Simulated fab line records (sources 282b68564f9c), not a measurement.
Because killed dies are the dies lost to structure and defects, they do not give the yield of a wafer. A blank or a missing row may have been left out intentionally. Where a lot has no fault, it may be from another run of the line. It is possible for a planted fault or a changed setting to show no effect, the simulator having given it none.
Which tool was responsible? -- flow ritCmos -- Sampling: 14 lots, 42 wafers, 5 of 202 route steps

WHAT THE GAUGES READ, wafer by wafer
RIT_ACTIVE_BOW_MEAS_00.
lot,measured,on,INCOMING_BOW (um)
L620,day 1 10:00,filmMetro-04,1 -9 4
L623,day 2 01:00,filmMetro-02,-3 3 -8
L624,day 2 06:00,filmMetro-01,0 5 5
L625,day 2 11:01,filmMetro-02,-5 -3 6
L626,day 2 16:01,filmMetro-04,-12 -3 3
L627,day 2 21:00,filmMetro-04,-18 -1 0
L630,day 3 12:00,filmMetro-04,-1 -10 -6
L631,day 3 17:01,filmMetro-02,3 -8 -5
L632,day 3 22:00,filmMetro-02,-14 14 9
L636,day 4 18:00,filmMetro-02,-7 -10 -13
L637,day 4 23:01,filmMetro-02,3 -4 4
L640,day 5 14:02,filmMetro-04,-10 1 14
L641,day 5 19:00,filmMetro-02,-6 -1 4
L643,day 6 05:02,filmMetro-01,-2 1 -3

RIT_M1_CD_MEAS_09: target cd 2600 nm.
lot,measured,on,cdNm (nm)
L620,day 3 07:32,cdSem-01,2603.0 2603.9 2602.1
L623,day 3 21:53,cdSem-01,2599.3 2596.8 2598.6
L624,day 4 03:53,cdSem-01,2598.6 2599.4 2599.1
L625,day 4 11:33,cdSem-01,2599.5 2600.5 2601.4
L626,day 4 13:04,cdSem-01,2601.6 2600.0 2599.9
L627,day 4 17:47,cdSem-01,2599.7 2600.3 2600.3
L630,day 5 08:14,cdSem-01,2604.7 2600.5 2603.9
L631,day 5 14:34,cdSem-01,2600.5 2601.1 2600.0
L632,day 5 18:19,cdSem-01,2602.4 2600.3 2601.3
L636,day 6 15:19,cdSem-01,2572.4 2573.3 2574.5
L637,day 6 21:47,cdSem-01,2574.2 2576.7 2576.4
L640,day 7 11:18,cdSem-02,2601.1 2601.7 2601.7
L641,day 7 14:42,cdSem-02,2600.6 2602.7 2603.4
L643,day 8 02:23,cdSem-01,2602.9 2604.1 2603.1

WHICH TOOL RAN EACH LOT (tool, then ch and the chambers of the sampled wafers, then the start)
lot,RIT_PRETRO_STRIP_09,RIT_PSD_STRIP_09,RIT_M1_COAT_04
L620,"plasmaAsher-01 ch 0,1, day 2 07:58","plasmaAsher-01 ch 0,1, day 3 02:11","lithoTrack-03 ch 0, day 3 06:41"
L623,"plasmaAsher-04 ch 0,1, day 2 22:05","plasmaAsher-01 ch 0,1, day 3 16:24","lithoTrack-01 ch 0, day 3 21:02"
L624,"plasmaAsher-03 ch 0,1, day 3 04:22","plasmaAsher-01 ch 0,1, day 3 22:24","lithoTrack-04 ch 0, day 4 03:10"
L625,"plasmaAsher-03 ch 0,1, day 3 09:34","plasmaAsher-03 ch 0,1, day 4 05:43","lithoTrack-03 ch 0, day 4 10:42"
L626,"plasmaAsher-01 ch 0,1, day 3 14:46","plasmaAsher-03 ch 0,1, day 4 07:42","lithoTrack-04 ch 0, day 4 12:20"
L627,"plasmaAsher-01 ch 0,1, day 3 17:50","plasmaAsher-02 ch 0,1, day 4 12:33","lithoTrack-01 ch 0, day 4 17:04"
L630,"plasmaAsher-04 ch 0,1, day 4 09:53","plasmaAsher-02 ch 1, day 5 02:46","lithoTrack-01 ch 0, day 5 07:31"
L631,"plasmaAsher-03 ch 0,1, day 4 15:10","plasmaAsher-03 ch 0,1, day 5 09:04","lithoTrack-04 ch 0, day 5 13:43"
L632,"plasmaAsher-03 ch 0,1, day 4 20:07","plasmaAsher-01 ch 0,1, day 5 12:48","lithoTrack-04 ch 0, day 5 17:35"
L636,"plasmaAsher-01 ch 0,1, day 5 15:46","plasmaAsher-02 ch 0,1, day 6 09:45","lithoTrack-04 ch 0, day 6 14:25"
L637,"plasmaAsher-04 ch 0,1, day 5 22:22","plasmaAsher-03 ch 1, day 6 16:28","lithoTrack-04 ch 0, day 6 21:00"
L640,"plasmaAsher-04 ch 0,1, day 6 12:19","plasmaAsher-01 ch 0,1, day 7 05:41","lithoTrack-01 ch 0, day 7 10:28"
L641,"plasmaAsher-04 ch 0,1, day 6 16:19","plasmaAsher-03 ch 0,1, day 7 09:11","lithoTrack-03 ch 0, day 7 13:58"
L643,"plasmaAsher-04 ch 0,1, day 7 02:41","plasmaAsher-01 ch 0,1, day 7 20:55","lithoTrack-03 ch 0, day 8 01:32"
- RIT_PRETRO_STRIP_09: strips in O2, time 180 s.
- RIT_PSD_STRIP_09: strips in O2, time 180 s.
- RIT_M1_COAT_04: resist thk 1300 nm.

AS READ BY THE TOOLS THEMSELVES (means over the sampled wafers that have a number; for cases with no such wafer, the mark the record gives instead)
RIT_PRETRO_STRIP_09.
lot,tool,drypumpMotorCurrentA (A)
L620,plasmaAsher-01,5.8
L623,plasmaAsher-04,5.6
L624,plasmaAsher-03,5.8
L625,plasmaAsher-03,5.6
L626,plasmaAsher-01,6.0
L627,plasmaAsher-01,5.8
L630,plasmaAsher-04,5.7
L631,plasmaAsher-03,5.6
L632,plasmaAsher-03,5.9
L636,plasmaAsher-01,5.8
L637,plasmaAsher-04,5.6
L640,plasmaAsher-04,5.7
L641,plasmaAsher-04,5.6
L643,plasmaAsher-04,5.7

RIT_PSD_STRIP_09.
lot,tool,drypumpMotorCurrentA (A)
L620,plasmaAsher-01,6.1
L623,plasmaAsher-01,6.1
L624,plasmaAsher-01,6.1
L625,plasmaAsher-03,5.9
L626,plasmaAsher-03,5.6
L627,plasmaAsher-02,5.7
L630,plasmaAsher-02,5.9
L631,plasmaAsher-03,5.8
L632,plasmaAsher-01,5.8
L636,plasmaAsher-02,5.6
L637,plasmaAsher-03,5.4
L640,plasmaAsher-01,6.1
L641,plasmaAsher-03,5.6
L643,plasmaAsher-01,5.8

THE ANSWER, worked out from the rows above alone
Rule: the lots themselves supply what counts as usual. The widest of any qualifying gaps counts: lots, ordered by their means at a reading, are off when they make up no more than a third of the lots, leave a main group of 4 or more, and stand apart from it by 3 or more times the standard deviation of that group's means. If all means in a main group match to the digits the tables above print for the reading, that group is not used. Also off: a lot with no number at a reading for which 4 or more lots have one. The other lots that the step has rows for count as sound. After the gauges, taken in route order, come the tools' own readings; for these a lot's mean is taken, as printed above. At the first step where some lot is off, the reading lying furthest off is the one used; lots without a number count as furthest.
Off, at RIT_M1_CD_MEAS_09 on cdNm: L636, L637. For the main group the mean is 2601.1 nm and the standard deviation 1.5.
If a tool, at a process step before that reading, ran all the lots that are off and no sound lot after the first of them, it fits. The gauges at RIT_M1_CD_MEAS_09 are tried like those tools. One fits: RIT_M1_COAT_04 on lithoTrack-04. Its last sound lot is L632 (day 5 17:35), its first lot that is off L636 (day 6 14:25): a fault that began between those two fits.

WHAT WAS PUT IN BY THE SIMULATOR
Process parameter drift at RIT_M1_COAT_04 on lithoTrack-04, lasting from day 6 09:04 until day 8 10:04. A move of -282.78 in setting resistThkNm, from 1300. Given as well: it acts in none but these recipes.
Lots struck among those shown: L636, L637. This agrees with what the rule above found.
